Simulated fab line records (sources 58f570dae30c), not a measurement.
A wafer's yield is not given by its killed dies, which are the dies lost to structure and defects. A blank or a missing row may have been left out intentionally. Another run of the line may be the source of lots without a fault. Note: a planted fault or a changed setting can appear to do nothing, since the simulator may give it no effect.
What tool caused it? / flow berkeley_cmos170 / 42 wafers from 14 lots sampled at 4 of the route's 331 steps

WHAT THE GAUGES READ, wafer by wafer
UCB170_V1_OVL_MEAS_13.
lot=L968; measured=day 9 08:25; on=overlay-01; V1_OVL (nm)=3 -6 3
lot=L966; measured=day 9 12:50; on=overlay-01; V1_OVL (nm)=12 8 7
lot=L970; measured=day 10 04:28; on=overlay-01; V1_OVL (nm)=1 6 8
lot=L969; measured=day 10 04:44; on=overlay-01; V1_OVL (nm)=-2 -3 3
lot=L971; measured=day 10 09:27; on=overlay-02; V1_OVL (nm)=3 -3 2
lot=L973; measured=day 10 17:16; on=overlay-01; V1_OVL (nm)=-5 -3 -6
lot=L976; measured=day 11 03:17; on=overlay-01; V1_OVL (nm)=6 9 -2
lot=L977; measured=day 11 16:16; on=overlay-02; V1_OVL (nm)=-9 -12 -7
lot=L979; measured=day 12 09:10; on=overlay-01; V1_OVL (nm)=-12 -5 1
lot=L980; measured=day 12 09:24; on=overlay-02; V1_OVL (nm)=4 1 6
lot=L981; measured=day 12 09:31; on=overlay-02; V1_OVL (nm)=-10 -9 1
lot=L982; measured=day 13 01:05; on=overlay-01; V1_OVL (nm)=-13 -11 -10
lot=L984; measured=day 13 02:59; on=overlay-01; V1_OVL (nm)=-4 0 -1
lot=L983; measured=day 13 04:08; on=overlay-01; V1_OVL (nm)=3 -7 1

UCB170_M3_CD_MEAS_15 targets a cd of 700 nm.
lot=L968; measured=day 9 16:44; on=cd_sem-01; cd_nm (nm)=701.0 701.6 701.4
lot=L966; measured=day 9 22:40; on=cd_sem-01; cd_nm (nm)=700.6 699.9 699.4
lot=L970; measured=day 10 13:30; on=cd_sem-02; cd_nm (nm)=702.2 701.1 702.5
lot=L969; measured=day 10 14:02; on=cd_sem-02; cd_nm (nm)=699.8 700.0 700.0
lot=L971; measured=day 10 17:59; on=cd_sem-02; cd_nm (nm)=698.2 697.0 700.2
lot=L973; measured=day 11 01:16; on=cd_sem-02; cd_nm (nm)=700.9 700.8 700.7
lot=L976; measured=day 11 10:52; on=cd_sem-02; cd_nm (nm)=699.0 697.9 698.7
lot=L977; measured=day 12 03:12; on=cd_sem-01; cd_nm (nm)=699.0 697.6 698.5
lot=L979; measured=day 12 21:23; on=cd_sem-02; cd_nm (nm)=699.6 699.1 698.5
lot=L980; measured=day 12 21:25; on=cd_sem-01; cd_nm (nm)=700.0 700.3 699.2
lot=L981; measured=day 12 21:35; on=cd_sem-02; cd_nm (nm)=699.3 697.7 697.9
lot=L982; measured=day 13 10:02; on=cd_sem-01; cd_nm (nm)=700.5 700.4 700.4
lot=L984; measured=day 13 14:40; on=cd_sem-02; cd_nm (nm)=702.4 700.6 700.8
lot=L983; measured=day 13 14:54; on=cd_sem-01; cd_nm (nm)=699.2 698.5 699.1

EACH LOT AND THE TOOL THAT RAN IT (in order: tool; ch and the chambers of the sampled wafers; start)
lot=L968; UCB170_PSD_EXPOSE_03=krf_scanner-02 ch 0, day 8 14:31; UCB170_CONTACT_STRIP_06=plasma_asher-04 ch 0,1, day 9 00:46
lot=L966; UCB170_PSD_EXPOSE_03=krf_scanner-02 ch 0, day 8 15:07; UCB170_CONTACT_STRIP_06=plasma_asher-04 ch 0,1, day 9 03:04
lot=L970; UCB170_PSD_EXPOSE_03=krf_scanner-02 ch 0, day 9 06:49; UCB170_CONTACT_STRIP_06=plasma_asher-04 ch 0,1, day 9 17:46
lot=L969; UCB170_PSD_EXPOSE_03=krf_scanner-01 ch 0, day 9 07:06; UCB170_CONTACT_STRIP_06=plasma_asher-04 ch 0,1, day 9 19:11
lot=L971; UCB170_PSD_EXPOSE_03=krf_scanner-01, day 9 12:51; UCB170_CONTACT_STRIP_06=plasma_asher-03 ch 0,1, day 10 01:16
lot=L973; UCB170_PSD_EXPOSE_03=krf_scanner-02, day 9 22:08; UCB170_CONTACT_STRIP_06=plasma_asher-04 ch 0, day 10 06:26
lot=L976; UCB170_PSD_EXPOSE_03=krf_scanner-01 ch 0, day 10 09:40; UCB170_CONTACT_STRIP_06=plasma_asher-04 ch 0,1, day 10 20:00
lot=L977; UCB170_PSD_EXPOSE_03=krf_scanner-01 ch 0, day 10 20:44; UCB170_CONTACT_STRIP_06=plasma_asher-01 ch 0,1, day 11 05:04
lot=L979; UCB170_PSD_EXPOSE_03=krf_scanner-02 ch 0, day 11 08:59; UCB170_CONTACT_STRIP_06=plasma_asher-01 ch 0,1, day 11 22:14
lot=L980; UCB170_PSD_EXPOSE_03=krf_scanner-01 ch 0, day 11 09:14; UCB170_CONTACT_STRIP_06=plasma_asher-03 ch 0,1, day 11 21:47
lot=L981; UCB170_PSD_EXPOSE_03=krf_scanner-01 ch 0, day 11 09:19; UCB170_CONTACT_STRIP_06=plasma_asher-03 ch 0,1, day 11 22:02
lot=L982; UCB170_PSD_EXPOSE_03=krf_scanner-01 ch 0, day 12 02:55; UCB170_CONTACT_STRIP_06=plasma_asher-04 ch 0,1, day 12 14:58
lot=L984; UCB170_PSD_EXPOSE_03=krf_scanner-02 ch 0, day 12 03:09; UCB170_CONTACT_STRIP_06=plasma_asher-04 ch 1, day 12 15:05
lot=L983; UCB170_PSD_EXPOSE_03=krf_scanner-01 ch 0, day 12 03:23; UCB170_CONTACT_STRIP_06=plasma_asher-01 ch 0,1, day 12 17:23
- UCB170_PSD_EXPOSE_03: exposes mask PSELECT MOD, target cd 1200 nm.
- UCB170_CONTACT_STRIP_06: strips in O2.

AS READ BY THE TOOLS THEMSELVES (means over the sampled wafers that have a number; for cases with no such wafer, the mark the record gives instead)
UCB170_PSD_EXPOSE_03.
lot=L968; tool=krf_scanner-02; exposure_dose_mJ_cm2=29.98; focus_offset_nm (nm)=0.2; stage_vel_mm_s (mm/s)=500.22
lot=L966; tool=krf_scanner-02; exposure_dose_mJ_cm2=29.98; focus_offset_nm (nm)=0.3; stage_vel_mm_s (mm/s)=500.03
lot=L970; tool=krf_scanner-02; exposure_dose_mJ_cm2=29.98; focus_offset_nm (nm)=-0.6; stage_vel_mm_s (mm/s)=499.62
lot=L969; tool=krf_scanner-01; exposure_dose_mJ_cm2=29.98; focus_offset_nm (nm)=0.1; stage_vel_mm_s (mm/s)=499.75
lot=L971; tool=krf_scanner-01; exposure_dose_mJ_cm2=-; focus_offset_nm (nm)=-; stage_vel_mm_s (mm/s)=-
lot=L973; tool=krf_scanner-02; exposure_dose_mJ_cm2=-; focus_offset_nm (nm)=-; stage_vel_mm_s (mm/s)=-
lot=L976; tool=krf_scanner-01; exposure_dose_mJ_cm2=29.98; focus_offset_nm (nm)=-0.3; stage_vel_mm_s (mm/s)=499.87
lot=L977; tool=krf_scanner-01; exposure_dose_mJ_cm2=30.01; focus_offset_nm (nm)=0.8; stage_vel_mm_s (mm/s)=499.84
lot=L979; tool=krf_scanner-02; exposure_dose_mJ_cm2=30.02; focus_offset_nm (nm)=-0.1; stage_vel_mm_s (mm/s)=500.07
lot=L980; tool=krf_scanner-01; exposure_dose_mJ_cm2=30.04; focus_offset_nm (nm)=0.0; stage_vel_mm_s (mm/s)=499.87
lot=L981; tool=krf_scanner-01; exposure_dose_mJ_cm2=30.00; focus_offset_nm (nm)=-0.3; stage_vel_mm_s (mm/s)=499.73
lot=L982; tool=krf_scanner-01; exposure_dose_mJ_cm2=30.03; focus_offset_nm (nm)=0.2; stage_vel_mm_s (mm/s)=500.00
lot=L984; tool=krf_scanner-02; exposure_dose_mJ_cm2=30.01; focus_offset_nm (nm)=0.1; stage_vel_mm_s (mm/s)=500.05
lot=L983; tool=krf_scanner-01; exposure_dose_mJ_cm2=29.96; focus_offset_nm (nm)=-0.3; stage_vel_mm_s (mm/s)=500.38

UCB170_CONTACT_STRIP_06.
lot=L968; tool=plasma_asher-04; drypump_motor_current_A (A)=6.09; oes_product_au (a.u.)=0.730; strip_time_to_endpoint_s (s)=21.95
lot=L966; tool=plasma_asher-04; drypump_motor_current_A (A)=6.15; oes_product_au (a.u.)=0.735; strip_time_to_endpoint_s (s)=21.87
lot=L970; tool=plasma_asher-04; drypump_motor_current_A (A)=6.13; oes_product_au (a.u.)=0.732; strip_time_to_endpoint_s (s)=21.97
lot=L969; tool=plasma_asher-04; drypump_motor_current_A (A)=6.11; oes_product_au (a.u.)=0.735; strip_time_to_endpoint_s (s)=21.94
lot=L971; tool=plasma_asher-03; drypump_motor_current_A (A)=5.81; oes_product_au (a.u.)=0.734; strip_time_to_endpoint_s (s)=21.96
lot=L973; tool=plasma_asher-04; drypump_motor_current_A (A)=6.18; oes_product_au (a.u.)=0.733; strip_time_to_endpoint_s (s)=21.91
lot=L976; tool=plasma_asher-04; drypump_motor_current_A (A)=6.16; oes_product_au (a.u.)=0.731; strip_time_to_endpoint_s (s)=21.86
lot=L977; tool=plasma_asher-01; drypump_motor_current_A (A)=6.12; oes_product_au (a.u.)=0.736; strip_time_to_endpoint_s (s)=21.82
lot=L979; tool=plasma_asher-01; drypump_motor_current_A (A)=6.14; oes_product_au (a.u.)=0.736; strip_time_to_endpoint_s (s)=21.94
lot=L980; tool=plasma_asher-03; drypump_motor_current_A (A)=5.79; oes_product_au (a.u.)=0.732; strip_time_to_endpoint_s (s)=21.95
lot=L981; tool=plasma_asher-03; drypump_motor_current_A (A)=5.95; oes_product_au (a.u.)=0.733; strip_time_to_endpoint_s (s)=21.95
lot=L982; tool=plasma_asher-04; drypump_motor_current_A (A)=6.09; oes_product_au (a.u.)=0.731; strip_time_to_endpoint_s (s)=21.94
lot=L984; tool=plasma_asher-04; drypump_motor_current_A (A)=6.09; oes_product_au (a.u.)=0.733; strip_time_to_endpoint_s (s)=22.03
lot=L983; tool=plasma_asher-01; drypump_motor_current_A (A)=6.12; oes_product_au (a.u.)=0.730; strip_time_to_endpoint_s (s)=22.07

THE ANSWER, worked out from the rows above alone
Rule: usual is defined by the lots themselves. Put in order of their means at a reading, lots are off if they are a third of the lots or fewer, leave a main group of 4 or more, and stand apart from it by a gap of 3 or more times the standard deviation of the main group's means; of several such gaps the widest counts. The tables above print the reading to a certain number of digits; a main group whose means all agree to those digits is not used. Also off: a lot with no number at a reading for which 4 or more lots have one. The other lots that the step has rows for count as sound. After the gauges, taken in route order, come the tools' own readings; for these a lot's mean is taken, as printed above. At the first step where some lot is off, the reading lying furthest off is the one used; lots without a number count as furthest.
Off: L971, L973 (UCB170_PSD_EXPOSE_03, exposure_dose_mJ_cm2). Without a number there: L971, L973. The main group has a mean of 30.00 with a standard deviation of 0.023.
If a tool, at that step or one of the process steps before it, ran each lot that is off and ran no sound lot following the first of them, it fits. Not one of the candidates tried fits.

WHAT WAS PUT IN BY THE SIMULATOR
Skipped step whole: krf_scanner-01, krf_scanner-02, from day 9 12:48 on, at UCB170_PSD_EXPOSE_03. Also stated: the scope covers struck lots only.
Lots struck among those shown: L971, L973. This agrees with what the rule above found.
